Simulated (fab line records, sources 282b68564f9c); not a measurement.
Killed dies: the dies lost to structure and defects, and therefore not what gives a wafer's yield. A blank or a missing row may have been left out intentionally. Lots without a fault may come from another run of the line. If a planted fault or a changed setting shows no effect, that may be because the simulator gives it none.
Split-lot study	flow rit-cmos	5 lots, 23 wafers read, on a route of 202 steps

## THE SPLIT ITSELF
At RIT_CONTACT_COAT_03 (resist thk 1000 nm), the setting resist-thk-nm was moved away from the recipe's 1000 nm on 5 of the 23 wafers read, by -5.5% to -5.1%. This setting was run at the recipe's value on the other wafers.

## FROM THE SPLIT TO THE READING: what the file shows between them, 4 steps
- RIT_CONTACT_SOFTBAKE_04: time 60 s
- RIT_CONTACT_EXPOSE_05: exposes mask M11, target cd 1000 nm
- RIT_CONTACT_PEB_06
- RIT_CONTACT_DEVELOP_07: develop time 120 s

## THE READING
At RIT_CONTACT_CD_MEAS_08: cd-nm in nanometres, against a target cd of 1000 nm. Fault-free wafers of this fab line usually give 999.7 nm, standard deviation 2.1 nm.

wafer	tool, chamber at the split	resist-thk-nm as run, nm	against the recipe	cd-nm, nm	against lot-mates on the recipe
L075.2	litho-track-03, 0	1000	recipe	999.4	-
L075.3	litho-track-03, 0	1000	recipe	1000.5	-
L075.4	litho-track-03, 0	1000	recipe	998.9	-
L075.5	litho-track-03, 0	1000	recipe	1001.3	-
L075.6	litho-track-03, 0	1000	recipe	1000.7	-
L077.2	litho-track-04, 0	948.5	-5.1%	1003.7	+6.3
L077.3	litho-track-04, 0	1000	recipe	996.5	-
L077.4	litho-track-04, 0	1000	recipe	998.9	-
L077.5	litho-track-04, 0	948.5	-5.1%	1002.1	+4.7
L077.6	litho-track-04, 0	1000	recipe	996.9	-
L078.3	litho-track-03, 0	1000	recipe	999.0	-
L078.5	litho-track-03, 0	1000	recipe	1000.0	-
L078.6	litho-track-03, 0	1000	recipe	998.8	-
L080.2	litho-track-04, 0	1000	recipe	1001.2	-
L080.3	litho-track-04, 0	1000	recipe	1003.8	-
L080.4	litho-track-04, 0	1000	recipe	1003.3	-
L080.5	litho-track-04, 0	1000	recipe	1002.8	-
L080.6	litho-track-04, 0	1000	recipe	1001.1	-
L084.1	litho-track-04, 0	944.6	-5.5%	1004.8	+4.7
L084.2	litho-track-04, 0	944.6	-5.5%	1004.2	+4.1
L084.3	litho-track-04, 0	1000	recipe	998.9	-
L084.4	litho-track-04, 0	944.6	-5.5%	1005.0	+4.9
L084.5	litho-track-04, 0	1000	recipe	1001.3	-

THE FIT
A straight line over all 23 wafers: cd-nm changes by -0.708 nm for each +1% of resist-thk-nm; r = -0.66; the points scatter about the line by 1.9 nm.
The same after taking each lot's own level away (the mean of its wafers on the recipe; 23 wafers): -0.91 nm for each +1%; r = -0.91; scatter 0.99 nm.
On that fit, the largest move of resist-thk-nm shifts the reading by 5 nm.
The lots' own levels span 997.43 to 1002.44 nm, that is 2.4 times the standard deviation above.
So the lot-to-lot level blurs the effect unless lot-mates are compared.
Check: for one of the wafers moved furthest among these (-5.5%), held out of the fit, the line's prediction against its lot-mates is +5.14 nm. Against them it came out at +4.7 nm.

## OTHER SPLITS ON THESE WAFERS
Before the reading, these wafers also passed through other splits. Each is held against what the fit with the lots' levels taken away leaves over:
other split on the same wafers	wafers away from the commonest value	r with cd-nm (lot level and that fit taken away)
RIT_SPACER_CLEAN_00 time-s	15	-0.11
RIT_NSD_SOFTBAKE_02 temp-c	9	+0.30
RIT_PSD_COAT_01 resist-thk-nm	10	+0.10
RIT_SDANNEAL_CLEAN_00 time-s	15	-0.02

## THE WHOLE CHAIN: every reading that the file lists as answering this split, in the file's order
step	what it does	reading	change (the file's fit)	r (the file's)
RIT_CONTACT_COAT_03	resist thk 1000 nm	NOVOLAK_of_CONTACT_COAT_03.thk-nm (the simulator's own value, which no gauge read)	+10.3 nm for each +1% of the setting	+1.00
RIT_CONTACT_CD_MEAS_08	target cd 1000 nm	cd-nm	-0.931 nm for each +1% of the setting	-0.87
RIT_CONTACT_HARDBAKE_10	time 60 s	NOVOLAK_of_CONTACT_COAT_03.thk-nm (the simulator's own value, which no gauge read)	+9 nm for each +1% of the setting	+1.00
RIT_CONTACT_ETCH_11	etches SiO2 in CHF3/CF4/Ar, stops on TiSi2, target depth 480 nm, time 320 s	NOVOLAK_of_CONTACT_COAT_03.thk-nm (the simulator's own value, which no gauge read)	+9.4 nm for each +1% of the setting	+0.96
RIT_CONTACT_ETCH_11	etches SiO2 in CHF3/CF4/Ar, stops on TiSi2, target depth 480 nm, time 320 s	CONTACT.cd-nm (the simulator's own value, which no gauge read)	-0.927 nm for each +1% of the setting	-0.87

## FILE'S OWN FIT
cd-nm changes by -0.931 nm for each +1% of resist-thk-nm, r = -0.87.
